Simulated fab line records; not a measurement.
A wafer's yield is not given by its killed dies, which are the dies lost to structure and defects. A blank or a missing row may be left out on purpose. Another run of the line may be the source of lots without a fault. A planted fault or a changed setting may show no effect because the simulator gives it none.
Comparing a struck lot with a sound one || flow rit-cmos || 14 out of 202 route steps
Sound: wafers L431.1, L431.3, L431.5. Wafers struck: L440.1, L440.2, L440.3. The cause is given at the end.
Order at every step that has rows: each side's tool, ch and its chambers, its first start. Under that, the readings that differ: sound wafers || struck wafers || difference of the means || sigmas: that difference in standard deviations of wafers without a fault.
alike: words and numbers the same on both sides, and readings whose means are apart by under 2 such deviations; not compared: readings that were withheld, readings missing a value for some wafer, numbers with overlapping values and no deviation given by the record, and bounds like >300 which may hide the same value.
A row with sigmas, a row that says differs or no value, or rows on one side alone: a step with any of these is where the two part. Numbers that have no deviation but don't overlap get no sigmas and don't part them. A reading that every wafer of one side lacks parts them only if that side has two wafers or more.

RIT_CONTACT_STRIP_12: strips in O2, time 180 s.
  sound on plasma-asher-01 ch 1, day 3 23:40; struck on plasma-asher-03 ch 0,1, day 5 22:52
{"reading": "drypump-motor-current-A (A)", "sound": "5.1 5.1 5.1", "struck": "5.9 6.3 5.9", "difference": "+0.9", "sigmas": "+2"}
  not compared: rf-hours-counter-h
RIT_CONTACT_CD_MEAS_90: target cd 1000 nm.
  sound on cd-sem-02, day 3 23:50; struck on cd-sem-02, day 5 23:02
  alike: cd-nm
then, 2 steps without rows for these wafers: RIT_CONTACT_CLEAN_13 (cleans in SC1, time 600 s); RIT_CONTACT_CLEAN_14 (cleans in SC2, time 600 s).
RIT_M1_SPUTTER_00: material Al, target thk 400 nm, time 500 s.
  sound on pvd-sputter-01, day 4 00:20; struck on pvd-sputter-03, day 5 23:31
  alike: throttle-valve-pct
RIT_M1_RS_MEAS_01: uses a four-point probe to measure.
  sound on film-metro-02, day 4 00:38; struck on film-metro-03, day 5 23:49
  alike: M1_AL_RS
RIT_M1_THK_MEAS_02: measures by xrf.
  sound on film-metro-02, day 4 00:45; struck on film-metro-03, day 5 23:56
  alike: M1_AL_THK
then, 5 steps without rows for these wafers: RIT_M1_HMDS_03 (prime time 60 s); RIT_M1_COAT_04 (resist thk 1300 nm); RIT_M1_SOFTBAKE_05 (time 60 s); RIT_M1_EXPOSE_06 (exposes mask M12, target cd 2600 nm); RIT_M1_PEB_07.
RIT_M1_DEVELOP_08: develop time 68 s.
  struck on litho-track-03, day 6 00:00; sound on litho-track-04 ch 0, day 4 01:00
  no value came back on the struck wafers for chill-plate-temp-C (C), develop-time-s (s); on the sound wafers chill-plate-temp-C (C) reads 23.01 23.16 23.20
RIT_M1_CD_MEAS_09: target cd 2600 nm.
  sound on cd-sem-01, day 4 01:41; struck on cd-sem-02, day 6 00:53
{"reading": "cd-nm (nm)", "sound": "2600.1 2601.0 2597.5", "struck": "- - -", "difference": "no value on the struck wafers", "sigmas": ""}

== WHERE THEY PART ==
At RIT_CONTACT_STRIP_12 first; at RIT_M1_CD_MEAS_09 last (within this record only).

WHY: what had been put in by the simulator
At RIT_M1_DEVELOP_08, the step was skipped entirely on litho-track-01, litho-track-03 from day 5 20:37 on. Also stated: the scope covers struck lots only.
